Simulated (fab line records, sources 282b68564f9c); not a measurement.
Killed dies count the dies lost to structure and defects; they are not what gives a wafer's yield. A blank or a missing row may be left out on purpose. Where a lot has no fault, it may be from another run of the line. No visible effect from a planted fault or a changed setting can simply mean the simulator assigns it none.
fab line records -- flow rit-cmos
[record] lots = 6, wafers = 18, last-day = 7
route steps=202 shown PRETRO@69 GATE@75 FOX2@80 M1@202
lots that met no fault: from a run of the same line without faults
start-h: the number of hours between the record's first day and the start of the first shown wafer of the lot -- wait-h: how many hours have passed since the lot's step before this one -- " repeats the value in the row above -- L1.1+2: one row covering several wafers at once -- - no value present, or no start provided -- * or withheld: withheld -- < > ~ a bound
route shown NAME@n: NAME is a module with steps in the file, n the number in the route of the first one -- usual: the fault-free wafers' mean and standard deviation -- same: alike in all rows -- chamber/n: place in a boat -- sites: readings site by site -- _std_site: their standard deviation -- _edge_site: the outer-site mean with the inner-site mean subtracted -- radius-mm: for every site, how far away it sits from the centre of the wafer -- mask NAME#n: copy n -- behind: the most recent tool/chamber to have shaped the wafer -- hold: reason for holding the lot/hours on hold/outcome of the hold -- device: the n, p or np transistor that did not switch -- end of line: at the end of the route, the tests of the same wafers -- where a step has no rows: the recipe by itself -- killed: not the wafer's yield, but the dies lost to structure and defects at the first sort -- map: the dies of a wafer, with x for killed, . for not killed, _ for no die there
set.NAME: the setting as run; set.NAME@STEP: as run at that earlier step -- model.NAME: the simulator's own value behind a step, which no gauge read
a table for each step, a row for each wafer; lots at some steps of the route
services: the hour from which a tool's chamber was out of use, counted from the record's first day as start-h (under 0 if before that day), plus the number of hours and why
[[steps]]
[step RIT_PRETRO_DEVELOP_05]
[recipe] resist = NOVOLAK, develop-time-s = 68, dev-temp-c = 23
[step RIT_PRETRO_OVL_MEAS_06]
[usual] PRETRO_OVL = -0.3/1.3
lot.wafer,tool,chamber,start-h,wait-h,PRETRO_OVL[nm]
L501.1,overlay-02,-,52.78,-,-1.2
L501.3,overlay-02,-,52.78,-,-1.1
L501.5,overlay-02,-,52.78,-,-0.5
L503.4,overlay-02,-,64.74,-,-0.8
L503.5,overlay-02,-,64.74,-,-2.5
L503.6,overlay-02,-,64.74,-,-0.5
L504.2,overlay-01,-,66.96,-,1.3
L504.5,overlay-01,-,66.96,-,0.7
L504.6,overlay-01,-,66.96,-,-0.9
L513.1,overlay-02,-,114.65,-,-0.6
L513.3,overlay-02,-,114.65,-,-2.3
L513.5,overlay-02,-,114.65,-,0.0
L514.1,overlay-02,-,118.91,-,1.3
L514.3,overlay-02,-,118.91,-,1.9
L514.5,overlay-02,-,118.91,-,1.4
L519.1,overlay-02,-,144.18,-,0.0
L519.3,overlay-02,-,144.18,-,-0.8
L519.5,overlay-02,-,144.18,-,-0.4
[step RIT_PRETRO_HARDBAKE_07]
[recipe] resist = NOVOLAK, temp-c = 140, time-s = 120
[step RIT_PRETRO_IMPLANT_08]
[recipe] species = B, energy-kev = 45.81, dose-cm2 = 1.2e+13, tilt-deg = 7
[step RIT_PRETRO_STRIP_09]
[recipe] chemistry = O2, time-s = 180, resist = NOVOLAK, platen-temp-c = withheld, power-w = 500, pressure-mtorr = 4000, o2-flow-sccm = 4000
[usual] drypump-motor-current-A = 5.82/0.26
lot.wafer,tool,chamber,start-h,wait-h,drypump-motor-current-A,rf-hours-counter-h
L501.1,plasma-asher-02,1,53.21,0.1,5.78,39
L501.3,plasma-asher-02,1,53.21,0.1,5.78,-
L501.5,plasma-asher-02,1,53.21,0.1,5.78,-
L503.4,plasma-asher-04,0,65.28,0.1,6.05,-
L503.5,plasma-asher-04,0,65.28,0.1,6.04,-
L503.6,plasma-asher-04,1,65.28,0.1,5.74,-
L504.2,plasma-asher-03,0,67.49,0.1,6.36,24
L504.5,plasma-asher-03,0,67.49,0.1,6.37,-
L504.6,plasma-asher-03,1,67.49,0.1,4.89,-
L513.1,plasma-asher-04,1,115.08,0.1,5.76,51
L513.3,plasma-asher-04,1,115.08,0.1,5.77,-
L513.5,plasma-asher-04,1,115.08,0.1,5.79,-
L514.1,plasma-asher-04,1,119.35,0.1,5.76,52
L514.3,plasma-asher-04,0,119.35,0.1,6.06,-
L514.5,plasma-asher-04,1,119.35,0.1,5.76,-
L519.1,plasma-asher-04,1,144.62,0.1,5.76,55
L519.3,plasma-asher-04,1,144.62,0.1,5.78,-
L519.5,plasma-asher-04,0,144.62,0.1,6.00,-
[step RIT_PRETRO_TW_MEAS_10]
[usual] PRETRO_TW = 482/4.1
lot.wafer,tool,chamber,start-h,wait-h,PRETRO_TW
L501.1,film-metro-02,-,53.39,0.1,484
L501.3,film-metro-02,-,53.39,0.1,486
L501.5,film-metro-02,-,53.39,0.1,482
L503.4,film-metro-01,-,65.43,0.1,476
L503.5,film-metro-01,-,65.43,0.1,477
L503.6,film-metro-01,-,65.43,0.1,477
L504.2,film-metro-01,-,67.68,0.1,474
L504.5,film-metro-01,-,67.68,0.1,474
L504.6,film-metro-01,-,67.68,0.1,475
L513.1,film-metro-01,-,115.26,0.1,476
L513.3,film-metro-01,-,115.26,0.1,475
L513.5,film-metro-01,-,115.26,0.1,476
L514.1,film-metro-02,-,119.52,0.1,486
L514.3,film-metro-02,-,119.52,0.1,488
L514.5,film-metro-02,-,119.52,0.1,487
L519.1,film-metro-02,-,144.79,0.1,486
L519.3,film-metro-02,-,144.79,0.1,485
L519.5,film-metro-02,-,144.79,0.1,485
[step RIT_GATE_WET_ETCH_00]
[recipe] chemistry = BOE, target = SiO2, target-depth-nm = 56, time-s = 60, dry = n2-spin, dilution = 10:1, temp-c = 21.5
[step RIT_GATE_CLEAN_01]
[recipe] chemistry = SC1, mix = 3:3:50, time-s = 600, temp-c = 75
[step RIT_GATE_CLEAN_02]
[recipe] chemistry = dHF, dilution = 50:1, time-s = 30.81
[step RIT_GATE_CLEAN_03]
[recipe] chemistry = SC2, mix = 3:3:50, time-s = 600, temp-c = 75, dry = n2-spin
[step RIT_GATE_CLEAN_04]
[recipe] chemistry = dHF, dilution = 50:1, time-s = 60, dry = n2-spin
[step RIT_FOX2_THK_MEAS_91]
[recipe] reads = SiO2_of_FOX2_OXIDATION_00
[usual] FIELD_OXIDE_LEFT_2_THK = 254/5.6
lot.wafer,tool,chamber,start-h,wait-h,FIELD_OXIDE_LEFT_2_THK[nm]
L501.1,film-metro-04,-,54.28,0.0,255
L501.3,film-metro-04,-,54.28,0.0,252
L501.5,film-metro-04,-,54.28,0.0,247
L503.4,film-metro-01,-,65.94,0.0,252
L503.5,film-metro-01,-,65.94,0.0,257
L503.6,film-metro-01,-,65.94,0.0,254
L504.2,film-metro-04,-,68.15,0.0,254
L504.5,film-metro-04,-,68.15,0.0,254
L504.6,film-metro-04,-,68.15,0.0,258
L513.1,film-metro-04,-,115.74,0.0,256
L513.3,film-metro-04,-,115.74,0.0,259
L513.5,film-metro-04,-,115.74,0.0,252
L514.1,film-metro-04,-,120.00,0.0,257
L514.3,film-metro-04,-,120.00,0.0,255
L514.5,film-metro-04,-,120.00,0.0,257
L519.1,film-metro-02,-,145.31,0.0,254
L519.3,film-metro-02,-,145.31,0.0,252
L519.5,film-metro-02,-,145.31,0.0,257
[step RIT_GATE_OXIDATION_05]
[recipe] temp-c = 900, ambient = O2, target-thk-a = 30, ox-time-s = 270
[usual] spike-tc-centre-C = 902.6/1.3
[same] ox-time-s = 270
lot.wafer,tool,chamber,start-h,wait-h,spike-tc-centre-C,model.SiO2_of_GATE_OXIDATION_05.thk-nm
L501.1,furnace-04,0,54.97,0.7,903.9,3.011
L501.3,furnace-04,0,54.97,0.7,903.7,2.978
L501.5,furnace-04,0,54.97,0.7,903.8,3.035
L503.4,furnace-04,0,67.04,1.1,901.1,3.446
L503.5,furnace-04,0,67.04,1.1,902.5,3.489
L503.6,furnace-04,0,67.04,1.1,902.6,3.476
L504.2,furnace-04,0,68.36,0.2,902.4,3.34
L504.5,furnace-04,0,68.36,0.2,905.2,3.364
L504.6,furnace-04,0,68.36,0.2,901.1,3.318
L513.1,furnace-03,0,116.17,0.4,901.9,2.987
L513.3,furnace-03,0,116.17,0.4,901.6,2.961
L513.5,furnace-03,0,116.17,0.4,902.7,2.95
L514.1,furnace-01,0,122.14,2.1,900.8,3.019
L514.3,furnace-01,0,122.14,2.1,901.5,3.038
L514.5,furnace-01,0,122.14,2.1,900.5,3.041
L519.1,furnace-04,0,147.14,1.8,902.8,2.973
L519.3,furnace-04,0,147.14,1.8,903.4,3.002
L519.5,furnace-04,0,147.14,1.8,903.6,3.021
[step RIT_GATE_ANNEAL_06]
[recipe] temp-c = 900, time-s = 600, ambient = N2O
[step RIT_GATE_THK_MEAS_07]
[recipe] reads = SiO2_of_GATE_OXIDATION_05
[usual] GATE_OXIDE_THK = 2.98/0.064
lot.wafer,tool,chamber,start-h,wait-h,hold,GATE_OXIDE_THK[nm]
L501.1,film-metro-02,-,56.74,0.0,-,3.01
L501.3,film-metro-02,-,56.74,0.0,-,2.92
L501.5,film-metro-02,-,56.74,0.0,-,2.99
L503.4,film-metro-02,-,68.39,0.0,await-dispo/0.2h/release,3.51
L503.5,film-metro-02,-,68.39,0.0,await-dispo/0.2h/release,3.52
L503.6,film-metro-02,-,68.39,0.0,await-dispo/0.2h/release,3.51
L503.4,film-metro-02,-,68.62,0.2,-,3.46
L503.5,film-metro-02,-,68.62,0.2,-,3.42
L503.6,film-metro-02,-,68.62,0.2,-,3.46
L504.2,film-metro-01,-,69.70,0.0,await-dispo/0.2h/release,3.37
L504.5,film-metro-01,-,69.70,0.0,await-dispo/0.2h/release,3.35
L504.6,film-metro-01,-,69.70,0.0,await-dispo/0.2h/release,3.34
L504.2,film-metro-01,-,69.93,0.2,-,3.31
L504.5,film-metro-01,-,69.93,0.2,-,3.33
L504.6,film-metro-01,-,69.93,0.2,-,3.29
L513.1,film-metro-02,-,118.81,0.0,-,2.96
L513.3,film-metro-02,-,118.81,0.0,-,2.97
L513.5,film-metro-02,-,118.81,0.0,-,2.93
L514.1,film-metro-01,-,124.78,0.0,-,3.07
L514.3,film-metro-01,-,124.78,0.0,-,3.01
L514.5,film-metro-01,-,124.78,0.0,-,3.03
L519.1,film-metro-01,-,148.46,0.0,-,2.95
L519.3,film-metro-01,-,148.46,0.0,-,3.04
L519.5,film-metro-01,-,148.46,0.0,-,2.99
[step RIT_M1_PROBE_99]
[usual] killed-at-front-end = 7/3.3, killed-dies = 7/3.3, killed-open = 3.3/1.9, killed-short = 3.6/2.1
[same] gross-dies = 264, killed_at_M0_to_M3 = 0, killed_at_M4_up = 0, killed-at-back-side = 0, killed-at-contacts = 0, killed-at-other = 0
lot.wafer,tool,chamber,start-h,wait-h,killed-at-front-end,killed-dies,killed-open,killed-short
L501.1,prober-01,-,81.04,0.1,7,7,4,3
L501.3,prober-01,-,81.14,0.2,3,3,1,1
L501.5,prober-01,-,81.24,0.2,8,8,4,4
L504.2,prober-02,-,95.00,0.1,11,11,5,6
L504.5,prober-02,-,95.15,0.2,7,7,2,5
L504.6,prober-02,-,95.20,0.2,5,5,3,2
L513.1,prober-01,-,144.35,0.1,4,4,2,2
L513.3,prober-01,-,144.45,0.2,7,7,4,3
L513.5,prober-01,-,144.55,0.2,7,7,2,5
L514.1,prober-02,-,148.17,0.1,2,2,2,0
L514.3,prober-02,-,148.27,0.2,3,3,0,3
L514.5,prober-02,-,148.37,0.2,4,4,2,2
L519.1,prober-01,-,172.33,0.1,3,3,1,2
L519.3,prober-01,-,172.43,0.2,11,11,7,4
L519.5,prober-01,-,172.53,0.2,9,9,4,5
// killed by level:class
L501.1 GATE:geometric-particle:open=3 FOX2:geometric-particle:short=1 GATE:geometric-particle:short=1 REOX:geometric-particle:short=1 SPACER:geometric-particle:open=1
L501.3 GATE:geometric-particle:open=1 SPACER:geometric-particle:short=1 PRETRO:coat-microbubble-printed=1
L501.5 GATE:geometric-particle:short=2 SPACER:geometric-particle:open=2 ACTIVE:geometric-particle:short=1 FOX2:geometric-particle:open=1 GATE:geometric-particle:open=1 SPACER:geometric-particle:short=1
L504.2 GATE:geometric-particle:short=4 GATE:geometric-particle:open=3 FOX2:geometric-particle:open=1 SPACER:geometric-particle:short=1 SILICIDE:geometric-particle:short=1 SILICIDE:geometric-particle:open=1
L504.5 GATE:geometric-particle:short=3 GATE:geometric-particle:open=2 FOX2:geometric-particle:short=1 SILICIDE:geometric-particle:short=1
L504.6 GATE:geometric-particle:short=2 FOX1:geometric-particle:open=1 FOX2:geometric-particle:open=1 SILICIDE:geometric-particle:open=1
L513.1 GATE:geometric-particle:short=2 FOX1:geometric-particle:open=1 GATE:geometric-particle:open=1
L513.3 GATE:geometric-particle:open=2 SPACER:geometric-particle:open=2 GATE:geometric-particle:short=1 REOX:geometric-particle:short=1 SPACER:geometric-particle:short=1
L513.5 GATE:geometric-particle:short=3 SPACER:geometric-particle:open=2 FOX2:geometric-particle:short=1 SILICIDE:geometric-particle:short=1
L514.1 FOX1:geometric-particle:open=1 GATE:geometric-particle:open=1
L514.3 FOX1:geometric-particle:short=1 GATE:geometric-particle:short=1 SPACER:geometric-particle:short=1
L514.5 FOX1:geometric-particle:short=2 FOX1:geometric-particle:open=1 SILICIDE:geometric-particle:open=1
L519.1 FOX1:geometric-particle:short=1 GATE:geometric-particle:short=1 SILICIDE:geometric-particle:open=1
L519.3 GATE:geometric-particle:open=3 FOX1:geometric-particle:open=2 SPACER:geometric-particle:short=2 FOX1:geometric-particle:short=1 GATE:geometric-particle:short=1 SPACER:geometric-particle:open=1 SILICIDE:geometric-particle:open=1
L519.5 GATE:geometric-particle:open=2 GATE:geometric-particle:short=2 FOX1:geometric-particle:short=1 FOX2:geometric-particle:open=1 SPACER:geometric-particle:short=1 SILICIDE:geometric-particle:short=1 SILICIDE:geometric-particle:open=1
[[services]]
tool,chamber,start-h,hours,kind
plasma-asher-04,-,32.25,2.2,repair
furnace-03,-,35.50,3.8,pm
plasma-asher-03,-,41.25,0.8,repair
furnace-03,-,72.40,3.4,pm
furnace-01,-,96.51,4.2,pm
plasma-asher-03,-,99.91,28.1,pm
plasma-asher-02,-,108.75,9.0,pm
plasma-asher-02,0,108.75,9.0,vent-cycle
plasma-asher-02,1,108.75,9.0,vent-cycle
furnace-04,-,115.36,3.7,pm
plasma-asher-02,0,117.75,-,clean
plasma-asher-02,1,117.75,-,clean
plasma-asher-03,-,136.23,5.4,repair
furnace-01,-,140.02,2.4,pm
[[key]]
[first-sign] step = RIT_GATE_THK_MEAS_07, reading = visit, direction = added
[effect] step = RIT_GATE_THK_MEAS_07, reading = GATE_OXIDE_THK, direction = up, sigmas = 7, usual = 2.98, struck = 3.43
[model-effect] step = RIT_GATE_OXIDATION_05, value = SiO2_of_GATE_OXIDATION_05.thk-nm, without = 3.025, struck = 3.406
met-at RIT_GATE_OXIDATION_05
struck-wafers L503.4,L503.5,L503.6,L504.2,L504.5,L504.6
rows-end L503.4,L503.5,L503.6
tester-left-out L504
[fault] kind = process-parameter-drift, tool = furnace-04, chamber = -, onset-h = 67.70, steps = RIT_GATE_OXIDATION_05, channel = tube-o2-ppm, offset = 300, shape = step, end-h = 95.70
// tester-left-out: of these lots the tester's yield and bins aren't shown, on N5 and GAA mostly nor the transistor test; their killed dies are dies lost to structure and defects alone, not to doping, threshold or leakage, so they don't give the yield
// rows-end: these wafers met a further fault down the route, and their rows from its step on are left out
